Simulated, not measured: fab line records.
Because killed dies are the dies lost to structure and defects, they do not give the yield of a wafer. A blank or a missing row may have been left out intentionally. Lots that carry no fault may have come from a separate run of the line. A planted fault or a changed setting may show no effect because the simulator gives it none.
Problem report, 8D (eight disciplines) form, completed by code / flow berkeley_cmos170 / the parts of the form that need people (team, actions taken, sign-off) are left out

## 1. THE PROBLEM
Mean GATE_POLY_THK at UCB170_GATE_THK_MEAS_05: 145.5 nm over 6 wafers in 2 lots; fault-free wafers: 214.2 nm, standard deviation 1.9. That puts it -36 standard deviations away from the usual mean.
Earliest sighting: wafer L225.1 on film_metro-04 at day 11 05:22. Wafers with a number at this step in the record: 42, from 14 lots. The rule behind "out" and "out of limits": a value lying over 4 standard deviations away from the usual mean. All remaining wafers that have a number are taken as sound.

## 2. WHAT THIS IS AND IS NOT
question=which readings at this step | is=GATE_POLY_THK | is not=-
question=which lots | is=L225, L226 | is not=L214, L215, L216, L221, L224, L228, L229, L230, L231, L232, L233, L235
question=which wafers of those lots | is=all that have a number | is not=-
question=read on which gauges | is=film_metro-02, film_metro-04 | is not=film_metro-03
question=when | is=from day 11 05:22 | is not=up to then (15 sound wafers); but 21 sound wafers of L228, L229, L230, L231, L232, L233, L235 came after

## 3. THE SUSPECTS, EACH WITH WHAT RULES IT OUT
Counting: any tool at a process step up to the reading is kept as a suspect provided that every lot that is out went through it and no sound lot did after the first of them.
- the gauge at UCB170_GATE_THK_MEAS_05 is ruled out. The wafers that are out were read on 2 gauges (film_metro-02, film_metro-04).
- lpcvd-01 at UCB170_GATE_CVD_04 (deposits poly-Si from SiH4, time 1440 s, target thk 214 nm): kept. It ran every lot that is out, first L225 (day 11 03:58), and no sound lot after that; its last sound lot up to then is L224 (day 10 08:09).
The count leaves lpcvd-01 at UCB170_GATE_CVD_04.

## 4. THE CAUSE (what the simulator had put in)
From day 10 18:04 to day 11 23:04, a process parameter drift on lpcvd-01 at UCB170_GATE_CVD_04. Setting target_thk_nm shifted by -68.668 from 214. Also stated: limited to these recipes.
The count eliminated every tool but this one.

## 5. SEQUENCE OF EFFECTS, ordered by route
Each row: a reading whose mean over the struck wafers that have a number lies more than 3 standard deviations from the usual. Only readings whose record carries a usual standard deviation are examined. hours: median over the lots of the time between each lot's start at the first step of this table that gives one and its start at this step. sigmas: the change, counted in usual standard deviations.
hours=0; step=UCB170_GATE_THK_MEAS_05; reading=GATE_POLY_THK; usual=214.2 nm; on struck wafers=145.5; change=-68.7; sigmas=-36
hours=2; step=UCB170_GATE_ETCH_15; reading=oes_product_au; usual=0.828 a.u.; on struck wafers=0.651; change=-0.177; sigmas=-18
Process steps it contains:
- UCB170_GATE_ETCH_15: etches poly-Si in HBr/Cl2, stops on SiO2, time 56.3 s, target depth 278.2 nm.
Later steps that measure or inspect, where all struck wafers having a row at the step show a number for every such reading and not one has moved that far: UCB170_NLDD_OVL_MEAS_07.

## 6. HOW IT WOULD HAVE BEEN CAUGHT EARLIER
In this record the first reading out of limits at a measuring or inspecting step was taken at day 11 05:22, 11 hours after the fault began at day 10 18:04.
Of the tool readings at UCB170_GATE_CVD_04 for which the record gives a usual standard deviation, none was out on any struck wafer, so an alarm limit of 4 standard deviations on them would not have fired.
By day 11 05:22, every lot that is out (2) had started UCB170_GATE_CVD_04 on lpcvd-01. A hold on the tool at that time would have spared none of them.
